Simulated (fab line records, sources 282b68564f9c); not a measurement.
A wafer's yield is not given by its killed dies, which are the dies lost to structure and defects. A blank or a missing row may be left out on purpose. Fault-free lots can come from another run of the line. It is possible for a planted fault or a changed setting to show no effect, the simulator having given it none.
fab line records ; flow rit_cmos
record lots=5; wafers=15; last_day=7
route steps=202 shown PRETRO@72 GATE@75 FOX2@80 REOX@98 NLDD@103 SDANNEAL@155 M1@202
lots with no fault: from the same line, run without faults
start_h: hours from the record's first day to the start of the lot's first wafer shown ; wait_h: time in hours since the lot's previous step ; " the same as in the row above ; L1.1+2: a row that stands for several wafers ; - no value, or no start was given ; * or withheld: withheld ; < > ~ a bound
route shown NAME@n: NAME is a module with steps in the file, n the number in the route of the first one ; usual: the fault-free wafers' mean and standard deviation ; same: alike in all rows ; chamber/n: place in a boat ; sites: per-site readings ; _std_site: the values' standard deviation ; _edge_site: the outer-site mean with the inner-site mean subtracted ; radius_mm: for every site, how far away it sits from the centre of the wafer ; mask NAME#n: copy n ; behind: tool/chamber where the wafer was last shaped ; hold: reason for holding the lot/hours on hold/outcome of the hold ; device: which transistor (n, p or np) failed to switch ; end of line: tests run on the same wafers once the route is complete ; where a step has no rows: the recipe by itself ; killed: dies lost to structure and defects at the first sort, not the wafer's yield ; map: a wafer's dies, x killed, . not, _ none there
set.NAME: the setting as run; set.NAME@STEP: as run at that earlier step ; model.NAME: the simulator's own value behind a step, which no gauge read
certain route steps with their lots: each step a table, each wafer a row
services: from which hour (start_h, from the record's first day; less than 0 if before it) a tool's chamber was out of use, for how many hours, and why
## steps
# step RIT_PRETRO_IMPLANT_08
# recipe species=B; energy_kev=45; dose_cm2=1.2e+13; tilt_deg=7
# step RIT_PRETRO_STRIP_09
# recipe chemistry=O2; time_s=180; resist=NOVOLAK; platen_temp_c=withheld; power_w=491.1; pressure_mtorr=4000; o2_flow_sccm=4000
# usual chamber_pressure_mTorr=4000/3.7; drypump_motor_current_A=5.6/0.38
lot.wafer;tool;chamber;start_h;wait_h;chamber_pressure_mTorr;drypump_motor_current_A;rf_hours_counter_h
L213.1;plasma_asher-04;1;49.80;0.1;4003;5.5;21
L213.2;plasma_asher-04;0;49.80;0.1;3999;5.6;21
L213.6;plasma_asher-04;1;49.80;0.1;3993;5.5;-
L224.1;plasma_asher-03;0;103.80;0.1;4005;4.9;48
L224.2;plasma_asher-03;1;103.80;0.1;3999;6.0;48
L224.4;plasma_asher-03;0;103.80;0.1;3990;4.9;-
L228.1;plasma_asher-03;1;123.14;0.1;3999;6.0;51
L228.3;plasma_asher-03;0;123.14;0.1;3999;4.9;-
L228.5;plasma_asher-03;1;123.14;0.1;3999;6.0;-
L231.1;plasma_asher-03;0;136.75;0.1;3998;4.9;52
L231.5;plasma_asher-03;0;136.75;0.1;4004;4.9;-
L231.6;plasma_asher-03;1;136.75;0.1;4000;5.9;-
L233.1;plasma_asher-03;1;150.79;0.1;3995;5.9;53
L233.2;plasma_asher-03;0;150.79;0.1;4003;4.9;53
L233.6;plasma_asher-03;0;150.79;0.1;4001;4.9;-
# step RIT_PRETRO_TW_MEAS_10
# usual PRETRO_TW=474/5
lot.wafer;tool;chamber;start_h;wait_h;PRETRO_TW
L213.1;film_metro-01;-;49.97;0.1;466
L213.2;film_metro-01;-;49.97;0.1;467
L213.6;film_metro-01;-;49.97;0.1;466
L224.1;film_metro-03;-;103.97;0.1;481
L224.2;film_metro-03;-;103.97;0.1;479
L224.4;film_metro-03;-;103.97;0.1;477
L228.1;film_metro-02;-;123.32;0.1;470
L228.3;film_metro-02;-;123.32;0.1;472
L228.5;film_metro-02;-;123.32;0.1;473
L231.1;film_metro-02;-;136.93;0.1;472
L231.5;film_metro-02;-;136.93;0.1;472
L231.6;film_metro-02;-;136.93;0.1;473
L233.1;film_metro-03;-;150.97;0.1;477
L233.2;film_metro-03;-;150.97;0.1;476
L233.6;film_metro-03;-;150.97;0.1;480
# step RIT_GATE_WET_ETCH_00
# recipe chemistry=BOE; target=SiO2; target_depth_nm=56; time_s=60; dry=n2_spin; dilution=10:1; temp_c=21.5
# step RIT_GATE_CLEAN_01
# recipe chemistry=SC1; mix=3:3:50; time_s=600; temp_c=75
# step RIT_GATE_CLEAN_02
# recipe chemistry=dHF; dilution=50:1; time_s=30
# step RIT_GATE_CLEAN_03
# recipe chemistry=SC2; mix=3:3:50; time_s=600; temp_c=75; dry=n2_spin
# step RIT_GATE_CLEAN_04
# recipe chemistry=dHF; dilution=50:1; time_s=60; dry=n2_spin
# step RIT_FOX2_THK_MEAS_91
# recipe reads=SiO2_of_FOX2_OXIDATION_00
# usual FIELD_OXIDE_LEFT_2_THK=255/8.2
lot.wafer;tool;chamber;start_h;wait_h;FIELD_OXIDE_LEFT_2_THK[nm]
L213.1;film_metro-01;-;50.62;0.0;250
L213.2;film_metro-01;-;50.62;0.0;249
L213.6;film_metro-01;-;50.62;0.0;254
L224.1;film_metro-03;-;104.45;0.0;248
L224.2;film_metro-03;-;104.45;0.0;247
L224.4;film_metro-03;-;104.45;0.0;242
L228.1;film_metro-04;-;123.81;0.0;260
L228.3;film_metro-04;-;123.81;0.0;264
L228.5;film_metro-04;-;123.81;0.0;264
L231.1;film_metro-03;-;137.47;0.0;258
L231.5;film_metro-03;-;137.47;0.0;259
L231.6;film_metro-03;-;137.47;0.0;254
L233.1;film_metro-03;-;151.58;0.0;248
L233.2;film_metro-03;-;151.58;0.0;245
L233.6;film_metro-03;-;151.58;0.0;251
# step RIT_GATE_OXIDATION_05
# recipe temp_c=894.8; ambient=O2; target_thk_a=30; ox_time_s=270
# step RIT_GATE_ANNEAL_06
# recipe temp_c=900; time_s=600; ambient=N2O
# step RIT_GATE_THK_MEAS_07
# recipe reads=SiO2_of_GATE_OXIDATION_05
# usual GATE_OXIDE_THK=2.83/0.064
lot.wafer;tool;chamber;start_h;wait_h;GATE_OXIDE_THK[nm]
L213.1;film_metro-04;-;52.01;0.0;2.68
L213.2;film_metro-04;-;52.01;0.0;2.80
L213.6;film_metro-04;-;52.01;0.0;2.77
L224.1;film_metro-03;-;105.83;0.0;2.87
L224.2;film_metro-03;-;105.83;0.0;2.83
L224.4;film_metro-03;-;105.83;0.0;2.93
L228.1;film_metro-01;-;125.25;0.0;2.71
L228.3;film_metro-01;-;125.25;0.0;2.78
L228.5;film_metro-01;-;125.25;0.0;2.88
L231.1;film_metro-03;-;140.53;0.0;2.72
L231.5;film_metro-03;-;140.53;0.0;2.70
L231.6;film_metro-03;-;140.53;0.0;2.74
L233.1;film_metro-03;-;154.41;0.0;2.93
L233.2;film_metro-03;-;154.41;0.0;3.03
L233.6;film_metro-03;-;154.41;0.0;2.97
# step RIT_GATE_CVD_08
# recipe material=poly-Si; target_thk_nm=250; temp_c=610; precursor=SiH4; time_s=2220; pressure_mtorr=300; sih4_flow_sccm=100
# usual spike_tc_source_C=628.6/1.4
lot.wafer;tool;chamber;start_h;wait_h;spike_tc_source_C;model.poly-Si_of_GATE_CVD_08.thk_nm
L213.1;lpcvd-01;0;52.07;0.1;628.5;169.1
L213.2;lpcvd-01;0;52.07;0.1;628.8;168.6
L213.6;lpcvd-01;0;52.07;0.1;626.2;169.8
L224.1;lpcvd-02;0;105.89;0.1;629.8;253.4
L224.2;lpcvd-02;0;105.89;0.1;628.8;253.3
L224.4;lpcvd-02;0;105.89;0.1;629.5;253.3
L228.1;lpcvd-02;0;125.31;0.1;629.1;254.1
L228.3;lpcvd-02;0;125.31;0.1;631.1;251.4
L228.5;lpcvd-02;0;125.31;0.1;630.3;249.5
L231.1;lpcvd-02;0;140.59;0.1;628.3;250.3
L231.5;lpcvd-02;0;140.59;0.1;630.4;250.7
L231.6;lpcvd-02;0;140.59;0.1;628.1;249.3
L233.1;lpcvd-01;1;154.47;0.1;630.7;249
L233.2;lpcvd-01;1;154.47;0.1;628.7;247.2
L233.6;lpcvd-01;1;154.47;0.1;629.2;247.8
# step RIT_GATE_THK_MEAS_09
# recipe reads=poly-Si_of_GATE_CVD_08
# usual GATE_POLY_THK=248.6/2.4
lot.wafer;tool;chamber;start_h;wait_h;GATE_POLY_THK[nm]
L213.1;film_metro-04;-;53.69;0.0;169.2
L213.2;film_metro-04;-;53.69;0.0;168.7
L213.6;film_metro-04;-;53.69;0.0;169.8
L224.1;film_metro-03;-;108.32;0.0;253.4
L224.2;film_metro-03;-;108.32;0.0;253.4
L224.4;film_metro-03;-;108.32;0.0;253.4
L228.1;film_metro-01;-;126.92;0.0;254.2
L228.3;film_metro-01;-;126.92;0.0;251.4
L228.5;film_metro-01;-;126.92;0.0;249.2
L231.1;film_metro-03;-;142.21;0.0;250.4
L231.5;film_metro-03;-;142.21;0.0;250.7
L231.6;film_metro-03;-;142.21;0.0;249.2
L233.1;film_metro-03;-;156.09;0.0;249.0
L233.2;film_metro-03;-;156.09;0.0;247.1
L233.6;film_metro-03;-;156.09;0.0;247.9
# step RIT_GATE_HMDS_10
# recipe prime_time_s=60; prime_temp_c=140
# step RIT_GATE_COAT_11
# recipe resist=NOVOLAK; spin_rpm=4250; resist_thk_nm=850
# step RIT_GATE_SOFTBAKE_12
# recipe resist=NOVOLAK; temp_c=90; time_s=60
# step RIT_GATE_EXPOSE_13
# recipe mask_id=M6; na=0.6; source_shape=conventional; sigma_outer=0.6; target_cd_nm=150; dose_mj=380
# step RIT_GATE_PEB_14
# recipe resist=NOVOLAK; temp_c=withheld; time_s=withheld
# step RIT_GATE_DEVELOP_15
# recipe resist=NOVOLAK; develop_time_s=50; dev_temp_c=23
# step RIT_GATE_CD_MEAS_16
# recipe target_cd_nm=150
# usual cd_nm=149.6/2.7
lot.wafer;tool;chamber;start_h;wait_h;cd_nm
L213.1;cd_sem-02;-;54.77;-;152.8
L213.2;cd_sem-02;-;54.77;-;154.5
L213.6;cd_sem-02;-;54.77;-;152.2
L224.1;cd_sem-01;-;109.35;-;148.7
L224.2;cd_sem-01;-;109.35;-;148.1
L224.4;cd_sem-01;-;109.35;-;148.3
L228.1;cd_sem-02;-;128.11;-;149.2
L228.3;cd_sem-02;-;128.11;-;146.9
L228.5;cd_sem-02;-;128.11;-;150.9
L231.1;cd_sem-02;-;143.25;-;151.7
L231.5;cd_sem-02;-;143.25;-;151.7
L231.6;cd_sem-02;-;143.25;-;154.7
L233.1;cd_sem-01;-;157.13;-;152.8
L233.2;cd_sem-01;-;157.13;-;151.6
L233.6;cd_sem-01;-;157.13;-;150.2
# step RIT_GATE_OVL_MEAS_17
# usual GATE_OVL=0.4/1.3
lot.wafer;tool;chamber;start_h;wait_h;GATE_OVL[nm]
L213.1;overlay-01;-;54.89;0.1;-0.4
L213.2;overlay-01;-;54.89;0.1;-1.0
L213.6;overlay-01;-;54.89;0.1;-0.7
L224.1;overlay-02;-;109.47;0.1;0.6
L224.2;overlay-02;-;109.47;0.1;3.0
L224.4;overlay-02;-;109.47;0.1;0.4
L228.1;overlay-02;-;128.23;0.1;-0.2
L228.3;overlay-02;-;128.23;0.1;-2.7
L228.5;overlay-02;-;128.23;0.1;1.1
L231.1;overlay-02;-;143.37;0.1;-2.6
L231.5;overlay-02;-;143.37;0.1;-1.4
L231.6;overlay-02;-;143.37;0.1;-3.7
L233.1;overlay-01;-;157.25;0.1;-1.7
L233.2;overlay-01;-;157.25;0.1;0.0
L233.6;overlay-01;-;157.25;0.1;-1.0
# step RIT_GATE_HARDBAKE_18
# recipe resist=NOVOLAK; temp_c=140; time_s=60
# step RIT_GATE_ETCH_19
# recipe chemistry=SF6/CHF3/O2; time_s=165; SF6_flow_sccm=30; CHF3_flow_sccm=30; O2_flow_sccm=5; target=poly-Si; pressure_mtorr=40; rf_w=163; target_depth_a=3125; over_etch_frac=0.25; stop_on=SiO2
# usual chamber_pressure_mTorr=40.00/0.034; drypump_motor_current_A=6.0/0.45; oes_product_au=0.842/0.018; throttle_valve_pct=10.23/0.17
lot.wafer;tool;chamber;start_h;wait_h;chamber_pressure_mTorr;drypump_motor_current_A;oes_product_au;rf_hours_counter_h;throttle_valve_pct;model.GATE.feature_depth_nm;model.etch.depth_nm
L213.1;rie_si-02;3;55.07;0.1;39.97;5.5;0.629;106;10.41;169.1;169.1
L213.2;rie_si-02;1;55.07;0.1;40.03;5.8;0.664;115;10.22;168.6;168.6
L213.6;rie_si-02;3;55.07;0.1;40.02;5.5;0.638;-;10.41;169.8;169.8
L224.1;rie_si-01;2;109.66;0.1;40.01;6.4;0.861;102;10.31;253.4;253.4
L224.2;rie_si-01;1;109.66;0.1;40.03;6.5;0.869;2;9.96;253.3;253.3
L224.4;rie_si-01;3;109.66;0.1;39.97;5.7;0.869;110;10.24;253.3;253.3
L228.1;rie_si-01;2;128.42;0.1;40.04;6.4;0.862;102;10.32;254.1;254.1
L228.3;rie_si-01;1;128.42;0.1;39.96;6.5;0.867;2;9.97;251.4;251.4
L228.5;rie_si-01;1;128.42;0.1;39.97;6.5;0.856;-;9.97;249.5;249.5
L231.1;rie_si-02;2;143.55;0.1;39.98;6.6;0.829;29;10.51;250.3;250.3
L231.5;rie_si-02;1;143.55;0.1;40.03;5.8;0.869;-;10.24;250.7;250.7
L231.6;rie_si-02;0;143.55;0.1;40.05;5.3;0.825;-;10.05;249.3;249.3
L233.1;rie_si-02;2;157.43;0.1;40.01;6.6;0.820;29;10.51;249;249
L233.2;rie_si-02;1;157.43;0.1;39.97;5.8;0.861;116;10.24;247.2;247.2
L233.6;rie_si-02;3;157.43;0.1;39.96;5.5;0.809;-;10.41;247.8;247.8
# step RIT_GATE_STRIP_20
# recipe chemistry=O2; time_s=180; resist=NOVOLAK; platen_temp_c=withheld; power_w=500; pressure_mtorr=4000; o2_flow_sccm=4000
# usual chamber_pressure_mTorr=4000/3.7; drypump_motor_current_A=5.3/0.4
lot.wafer;tool;chamber;start_h;wait_h;chamber_pressure_mTorr;drypump_motor_current_A;rf_hours_counter_h
L213.1;plasma_asher-03;0;55.18;0.1;4003;5.0;44
L213.2;plasma_asher-03;1;55.18;0.1;4001;5.9;44
L213.6;plasma_asher-03;1;55.18;0.1;4001;5.9;-
L224.1;plasma_asher-04;1;109.77;0.1;3998;5.5;26
L224.2;plasma_asher-04;0;109.77;0.1;4003;5.6;26
L224.4;plasma_asher-04;1;109.77;0.1;3993;5.5;-
L228.1;plasma_asher-03;0;128.53;0.1;4003;5.0;51
L228.3;plasma_asher-03;0;128.53;0.1;4003;5.0;-
L228.5;plasma_asher-03;1;128.53;0.1;4001;5.9;-
L231.1;plasma_asher-03;0;143.66;0.1;4008;5.0;53
L231.5;plasma_asher-03;0;143.66;0.1;3995;5.0;-
L231.6;plasma_asher-03;1;143.66;0.1;4002;5.9;-
L233.1;plasma_asher-01;1;157.54;0.1;4002;4.8;55
L233.2;plasma_asher-01;0;157.54;0.1;4005;5.4;55
L233.6;plasma_asher-01;1;157.54;0.1;4000;4.8;-
# step RIT_GATE_CD_MEAS_90
# recipe target_cd_nm=150
# usual cd_nm=149.5/2.7
lot.wafer;tool;chamber;start_h;wait_h;cd_nm
L213.1;cd_sem-02;-;55.36;0.1;153.0
L213.2;cd_sem-02;-;55.36;0.1;154.4
L213.6;cd_sem-02;-;55.36;0.1;152.0
L224.1;cd_sem-02;-;109.94;0.1;148.4
L224.2;cd_sem-02;-;109.94;0.1;148.1
L224.4;cd_sem-02;-;109.94;0.1;147.6
L228.1;cd_sem-01;-;128.70;0.1;148.8
L228.3;cd_sem-01;-;128.70;0.1;146.7
L228.5;cd_sem-01;-;128.70;0.1;150.6
L231.1;cd_sem-01;-;143.84;0.1;151.8
L231.5;cd_sem-01;-;143.84;0.1;151.3
L231.6;cd_sem-01;-;143.84;0.1;154.3
L233.1;cd_sem-02;-;157.72;0.1;153.1
L233.2;cd_sem-02;-;157.72;0.1;152.0
L233.6;cd_sem-02;-;157.72;0.1;150.2
# step RIT_REOX_CLEAN_00
# recipe chemistry=SC1; mix=3:3:50; time_s=600; temp_c=75
# step RIT_REOX_CLEAN_01
# recipe chemistry=dHF; dilution=50:1; time_s=30
# step RIT_REOX_CLEAN_02
# recipe chemistry=SC2; mix=3:3:50; time_s=600; temp_c=75; dry=n2_spin
# step RIT_REOX_OXIDATION_03
# recipe temp_c=900; ambient=O2; target_thk_a=252; ox_time_s=5580
# step RIT_REOX_THK_MEAS_04
# recipe reads=SiO2_of_REOX_OXIDATION_03
# usual REOX_OXIDE_THK=25.2/0.51
lot.wafer;tool;chamber;start_h;wait_h;REOX_OXIDE_THK[nm]
L213.1;film_metro-01;-;59.71;0.0;25.0
L213.2;film_metro-01;-;59.71;0.0;24.5
L213.6;film_metro-01;-;59.71;0.0;24.6
L224.1;film_metro-01;-;112.98;0.0;25.0
L224.2;film_metro-01;-;112.98;0.0;24.7
L224.4;film_metro-01;-;112.98;0.0;24.6
L228.1;film_metro-01;-;132.92;0.0;25.7
L228.3;film_metro-01;-;132.92;0.0;25.6
L228.5;film_metro-01;-;132.92;0.0;25.6
L231.1;film_metro-02;-;147.41;0.0;25.4
L231.5;film_metro-02;-;147.41;0.0;25.0
L231.6;film_metro-02;-;147.41;0.0;24.9
L233.1;film_metro-02;-;161.34;0.0;24.1
L233.2;film_metro-02;-;161.34;0.0;24.9
L233.6;film_metro-02;-;161.34;0.0;24.5
# step RIT_NLDD_HMDS_00
# recipe prime_time_s=60; prime_temp_c=140
# step RIT_NLDD_COAT_01
# recipe resist=NOVOLAK; spin_rpm=3250; resist_thk_nm=1000
# step RIT_NLDD_SOFTBAKE_02
# recipe resist=NOVOLAK; temp_c=90; time_s=60
# step RIT_NLDD_EXPOSE_03
# recipe mask_id=M7; na=0.57; target_cd_nm=40700; dose_mj=250
# step RIT_NLDD_PEB_04
# recipe resist=NOVOLAK; temp_c=withheld; time_s=withheld
# step RIT_NLDD_DEVELOP_05
# recipe resist=NOVOLAK; develop_time_s=50; dev_temp_c=23
# step RIT_NLDD_OVL_MEAS_06
# usual NLDD_OVL=0.2/1.3
lot.wafer;tool;chamber;start_h;wait_h;NLDD_OVL[nm]
L213.1;overlay-02;-;60.62;-;-0.2
L213.2;overlay-02;-;60.62;-;0.6
L213.6;overlay-02;-;60.62;-;-1.4
L224.1;overlay-02;-;113.89;-;2.9
L224.2;overlay-02;-;113.89;-;3.6
L224.4;overlay-02;-;113.89;-;1.8
L228.1;overlay-02;-;133.96;-;-3.4
L228.3;overlay-02;-;133.96;-;-2.0
L228.5;overlay-02;-;133.96;-;-2.1
L231.1;overlay-02;-;148.44;-;-1.0
L231.5;overlay-02;-;148.44;-;-1.1
L231.6;overlay-02;-;148.44;-;-1.3
L233.1;overlay-02;-;162.37;-;0.1
L233.2;overlay-02;-;162.37;-;0.0
L233.6;overlay-02;-;162.37;-;-1.6
# step RIT_NLDD_HARDBAKE_07
# recipe resist=NOVOLAK; temp_c=138.8; time_s=60
# step RIT_NLDD_IMPLANT_08
# recipe species=P; energy_kev=20; dose_cm2=5e+14; tilt_deg=7
# step RIT_NLDD_STRIP_09
# recipe chemistry=O2; time_s=180; resist=NOVOLAK; platen_temp_c=withheld; power_w=500; pressure_mtorr=4000; o2_flow_sccm=4000
# usual chamber_pressure_mTorr=4000/3.6; drypump_motor_current_A=5.4/0.48
lot.wafer;tool;chamber;start_h;wait_h;chamber_pressure_mTorr;drypump_motor_current_A;rf_hours_counter_h
L213.1;plasma_asher-03;1;60.96;0.1;4003;5.9;45
L213.2;plasma_asher-03;0;60.96;0.1;4001;5.0;45
L213.6;plasma_asher-03;1;60.96;0.1;4000;5.9;-
L224.1;plasma_asher-01;0;114.33;0.1;4005;5.4;50
L224.2;plasma_asher-01;1;114.33;0.1;4000;4.8;50
L224.4;plasma_asher-01;1;114.33;0.1;4000;4.8;-
L228.1;plasma_asher-01;0;134.29;0.1;4002;5.4;53
L228.3;plasma_asher-01;1;134.29;0.1;4007;4.8;-
L228.5;plasma_asher-01;1;134.29;0.1;3997;4.8;-
L231.1;plasma_asher-01;1;148.78;0.1;4003;4.8;54
L231.5;plasma_asher-01;1;148.78;0.1;3997;4.8;-
L231.6;plasma_asher-01;0;148.78;0.1;4000;5.4;-
L233.1;plasma_asher-03;0;162.71;0.1;3999;5.0;55
L233.2;plasma_asher-03;1;162.71;0.1;4002;5.9;55
L233.6;plasma_asher-03;0;162.71;0.1;3997;5.0;-
# step RIT_NLDD_TW_MEAS_10
# usual NLDD_TW=2499/17
lot.wafer;tool;chamber;start_h;wait_h;NLDD_TW
L213.1;film_metro-03;-;61.13;0.1;2519
L213.2;film_metro-03;-;61.13;0.1;2498
L213.6;film_metro-03;-;61.13;0.1;2509
L224.1;film_metro-04;-;114.51;0.1;2501
L224.2;film_metro-04;-;114.51;0.1;2499
L224.4;film_metro-04;-;114.51;0.1;2489
L228.1;film_metro-03;-;134.47;0.1;2528
L228.3;film_metro-03;-;134.47;0.1;2528
L228.5;film_metro-03;-;134.47;0.1;2521
L231.1;film_metro-02;-;148.95;0.1;2488
L231.5;film_metro-02;-;148.95;0.1;2479
L231.6;film_metro-02;-;148.95;0.1;2479
L233.1;film_metro-03;-;162.89;0.1;2515
L233.2;film_metro-03;-;162.89;0.1;2507
L233.6;film_metro-03;-;162.89;0.1;2496
# step RIT_SDANNEAL_CLEAN_02
# recipe chemistry=SC2; mix=3:3:50; time_s=600; temp_c=75; dry=n2_spin
# usual bath_guard_temp_C=75.0/0.39
lot.wafer;tool;chamber;start_h;wait_h;bath_guard_temp_C;model.poly-Si_of_GATE_CVD_08.thk_nm
L213.1;wet_bench-02;1;68.49;0.0;75.5;80.96
L213.2;wet_bench-02;1;68.49;0.0;75.7;80.54
L213.6;wet_bench-02;1;68.49;0.0;75.1;83.23
L224.1;wet_bench-04;0;122.01;0.0;75.3;168.2
L224.2;wet_bench-04;0;122.01;0.0;75.3;168.9
L224.4;wet_bench-04;0;122.01;0.0;75.4;166.6
L228.1;wet_bench-03;3;141.82;0.0;75.2;166.5
L228.3;wet_bench-03;3;141.82;0.0;75.2;163.7
L228.5;wet_bench-03;3;141.82;0.0;75.0;164.5
L231.1;wet_bench-03;2;156.44;0.0;74.5;161.9
L231.5;wet_bench-03;2;156.44;0.0;74.7;163
L231.6;wet_bench-03;2;156.44;0.0;75.0;165.7
L233.1;wet_bench-03;2;170.26;0.0;74.7;162.5
L233.2;wet_bench-03;2;170.26;0.0;74.8;158.9
L233.6;wet_bench-03;2;170.26;0.0;74.9;163.7
# step RIT_M1_PROBE_99
# usual killed_at_front_end=6.6/2.9; killed_dies=6.6/3; killed_open=3.4/2; killed_short=3.2/2
# same gross_dies=264; killed_at_M0_to_M3=0; killed_at_M4_up=0; killed_at_back_side=0; killed_at_contacts=0; killed_at_other=0
lot.wafer;tool;chamber;start_h;wait_h;killed_at_front_end;killed_dies;killed_open;killed_short
L213.1;prober-01;-;76.55;0.1;11;11;6;5
L213.2;prober-01;-;76.60;0.1;2;2;2;0
L213.6;prober-01;-;76.80;0.2;5;5;2;3
L228.1;prober-02;-;149.66;0.1;5;5;5;0
L228.3;prober-02;-;149.76;0.2;8;8;6;2
L228.5;prober-02;-;149.86;0.2;3;3;2;1
L231.1;prober-01;-;164.49;0.1;3;3;1;2
L231.5;prober-01;-;164.69;0.2;11;11;5;6
L231.6;prober-01;-;164.74;0.2;3;3;1;2
L233.1;prober-01;-;177.83;0.1;10;10;6;4
L233.2;prober-01;-;177.88;0.1;14;14;3;11
L233.6;prober-01;-;178.08;0.2;5;5;3;2
# killed by level:class
L213.1 GATE:geometric_particle:short=3 SPACER:geometric_particle:open=3 FOX1:geometric_particle:short=1 FOX2:geometric_particle:open=1 GATE:geometric_particle:open=1 REOX:geometric_particle:open=1 SILICIDE:geometric_particle:short=1
L213.2 FOX1:geometric_particle:open=1 GATE:geometric_particle:open=1
L213.6 FOX1:geometric_particle:open=1 GATE:geometric_particle:short=1 REOX:geometric_particle:short=1 SPACER:geometric_particle:open=1 SPACER:geometric_particle:short=1
L228.1 GATE:geometric_particle:open=4 FOX2:geometric_particle:open=1
L228.3 GATE:geometric_particle:open=4 GATE:geometric_particle:short=2 FOX2:geometric_particle:open=1 SILICIDE:geometric_particle:open=1
L228.5 GATE:geometric_particle:short=1 SPACER:geometric_particle:open=1 SILICIDE:geometric_particle:open=1
L231.1 FOX1:geometric_particle:short=1 GATE:geometric_particle:open=1 SPACER:geometric_particle:short=1
L231.5 GATE:geometric_particle:open=3 GATE:geometric_particle:short=2 REOX:geometric_particle:open=2 SPACER:geometric_particle:short=2 FOX1:geometric_particle:short=1 SILICIDE:geometric_particle:short=1
L231.6 FOX1:geometric_particle:short=1 GATE:geometric_particle:short=1 GATE:geometric_particle:open=1
L233.1 GATE:geometric_particle:open=2 SPACER:geometric_particle:open=2 SILICIDE:geometric_particle:short=2 FOX2:geometric_particle:open=1 GATE:geometric_particle:short=1 SPACER:geometric_particle:short=1 SILICIDE:geometric_particle:open=1
L233.2 GATE:geometric_particle:short=3 FOX1:geometric_particle:short=2 SPACER:geometric_particle:short=2 SILICIDE:geometric_particle:open=2 ACTIVE:geometric_particle:short=1 FOX1:geometric_particle:open=1 FOX2:geometric_particle:short=1 REOX:geometric_particle:short=1
L233.6 SPACER:geometric_particle:open=2 FOX1:geometric_particle:short=1 REOX:geometric_particle:open=1 SILICIDE:geometric_particle:short=1
## services
tool;chamber;start_h;hours;kind
rie_si-01;0;28.44;3.5;repair
plasma_asher-04;-;33.20;1.2;repair
rie_si-01;-;39.48;0.4;repair
rie_si-02;1;41.26;5.3;repair
wet_bench-03;-;67.34;3.2;repair
plasma_asher-03;-;68.20;8.0;repair
plasma_asher-04;-;69.16;10.0;pm
plasma_asher-01;-;90.33;1.3;repair
plasma_asher-04;-;95.39;2.0;repair
wet_bench-03;-;162.22;5.4;repair
## key
first_sign step=RIT_GATE_THK_MEAS_09; reading=GATE_POLY_THK; direction=down; sigmas=34; usual=248.6; struck=169.2
effect step=RIT_GATE_ETCH_19; reading=oes_product_au; direction=down; sigmas=11; usual=0.842; struck=0.644
model_effect step=RIT_GATE_CVD_08; value=poly-Si_of_GATE_CVD_08.thk_nm; without=251.6; struck=169.2
model_effect step=RIT_GATE_ETCH_19; value=GATE.feature_depth_nm; without=251.6; struck=169.2
model_effect step=RIT_SDANNEAL_CLEAN_02; value=poly-Si_of_GATE_CVD_08.thk_nm; without=164; struck=81.57
met_at RIT_GATE_CVD_08
struck_wafers L213.1,L213.2,L213.6
tester_left_out L213
also_fits RIT_PRETRO_STRIP_09:plasma_asher-04
fault kind=process_parameter_drift; tool=lpcvd-01; chamber=0; onset_h=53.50; steps=RIT_GATE_CVD_08; channel=target_thk_nm; offset=-82.41; shape=step; end_h=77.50; acts_in=these_recipes_only; stated=250
# tester_left_out: of these lots the tester's yield and bins aren't shown, on N5 and GAA mostly nor the transistor test; their killed dies are dies lost to structure and defects alone, not to doping, threshold or leakage, so they don't give the yield
